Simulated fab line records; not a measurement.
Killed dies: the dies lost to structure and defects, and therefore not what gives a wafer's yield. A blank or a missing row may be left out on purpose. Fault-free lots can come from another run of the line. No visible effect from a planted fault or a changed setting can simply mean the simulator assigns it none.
Lot-split experiment | flow berkeley-cmos170 | 5 lots, 23 wafers read, on a route of 331 steps

## THE SPLIT
At UCB170_M2_METAL_ETCH_18 (etches Al in Cl2/BCl3, stops on SiO2, target depth 1170 nm, time 195 s), the setting icp-w was moved away from the recipe's 600 W on 7 of the 23 wafers read, by -10.4% to +4.6%. The other wafers ran this setting at the recipe's value.

Split to reading: the file shows no intervening step.

## THE READING
oes-product-au, in a.u., at UCB170_M2_STRIP_19 (strips in O2). Typical for fault-free wafers on this fab line: 0.551 a.u., with standard deviation 0.018 a.u.

wafer  | tool, chamber at the split | icp-w as run, W | against the recipe | oes-product-au, a.u. | against lot-mates on the recipe
L075.1 | rie-metal-01, 0            | 600             | recipe             | 0.535                | -
L075.3 | rie-metal-01, 0            | 600             | recipe             | 0.544                | -
L075.4 | rie-metal-01, 0            | 600             | recipe             | 0.539                | -
L077.1 | rie-metal-04, 1            | 537.4           | -10.4%             | 0.614                | +0.063
L077.2 | rie-metal-04, 0            | 600             | recipe             | 0.553                | -
L077.4 | rie-metal-04, 1            | 537.4           | -10.4%             | 0.613                | +0.062
L077.5 | rie-metal-04, 1            | 600             | recipe             | 0.545                | -
L077.6 | rie-metal-04, 0            | 600             | recipe             | 0.555                | -
L078.1 | rie-metal-01, 1            | 600             | recipe             | 0.583                | -
L078.2 | rie-metal-01, 0            | 549.8           | -8.4%              | 0.603                | +0.050
L078.4 | rie-metal-01, 0            | 600             | recipe             | 0.538                | -
L078.5 | rie-metal-01, 1            | 549.8           | -8.4%              | 0.631                | +0.078
L078.6 | rie-metal-01, 0            | 600             | recipe             | 0.539                | -
L082.1 | rie-metal-02, 0            | 600             | recipe             | 0.555                | -
L082.2 | rie-metal-02, 1            | 627.9           | +4.6%              | 0.498                | -0.047
L082.4 | rie-metal-02, 0            | 627.9           | +4.6%              | 0.535                | -0.010
L082.5 | rie-metal-02, 1            | 600             | recipe             | 0.535                | -
L082.6 | rie-metal-02, 0            | 627.9           | +4.6%              | 0.526                | -0.019
L083.2 | rie-metal-04, 1            | 600             | recipe             | 0.547                | -
L083.3 | rie-metal-04, 1            | 600             | recipe             | 0.538                | -
L083.4 | rie-metal-04, 1            | 600             | recipe             | 0.542                | -
L083.5 | rie-metal-04, 1            | 600             | recipe             | 0.554                | -
L083.6 | rie-metal-04, 1            | 600             | recipe             | 0.552                | -

THE FIT
A straight line over all 23 wafers: oes-product-au changes by -0.00688 a.u. for each +1% of icp-w; r = -0.91; the points scatter about the line by 0.013 a.u.
The same after taking each lot's own level away (the mean of its wafers on the recipe; 23 wafers): -0.00638 a.u. for each +1%; r = -0.91; scatter 0.012 a.u.
That fit puts the effect of the largest move of icp-w on the reading at 0.067 a.u.
Across the lots, their own levels run from 0.5393 to 0.5533 a.u., a range of 0.8 times the standard deviation given above.
The two slopes agree, so the slope changes little with the lot-to-lot level.
Check: for one of the wafers moved furthest among these (-10.4%), held out of the fit, the line's prediction against its lot-mates is +0.0694 a.u. Against them it came out at +0.063 a.u.
Tool readings at the split's step, against how far the setting was moved: oes-product-au r = -0.02.

## THE OTHER SPLITS THESE WAFERS WENT THROUGH
Other splits were also applied to these wafers ahead of the reading. Each is held against what the fit with the lots' levels taken away leaves over:
other split on the same wafers | wafers away from the commonest value | r with oes-product-au (lot level and that fit taken away)
UCB170_M2_SPUTTER_01 power-w   | 10                                   | -0.17

## THE WHOLE CHAIN: every reading that the file lists as answering this split, in the file's order
step                    | what it does                                                           | reading                                                                   | change (the file's fit)                   | r (the file's)
UCB170_M2_METAL_ETCH_18 | etches Al in Cl2/BCl3, stops on SiO2, target depth 1170 nm, time 195 s | KrF_of_M2_COAT_10.thk-nm (the simulator's own value, which no gauge read) | -6.07 nm for each +1% of the setting      | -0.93
UCB170_M2_STRIP_19      | strips in O2                                                           | oes-product-au                                                            | -0.00651 a.u. for each +1% of the setting | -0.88

## FILE'S OWN FIT
oes-product-au changes by -0.00651 a.u. for each +1% of icp-w, r = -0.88.
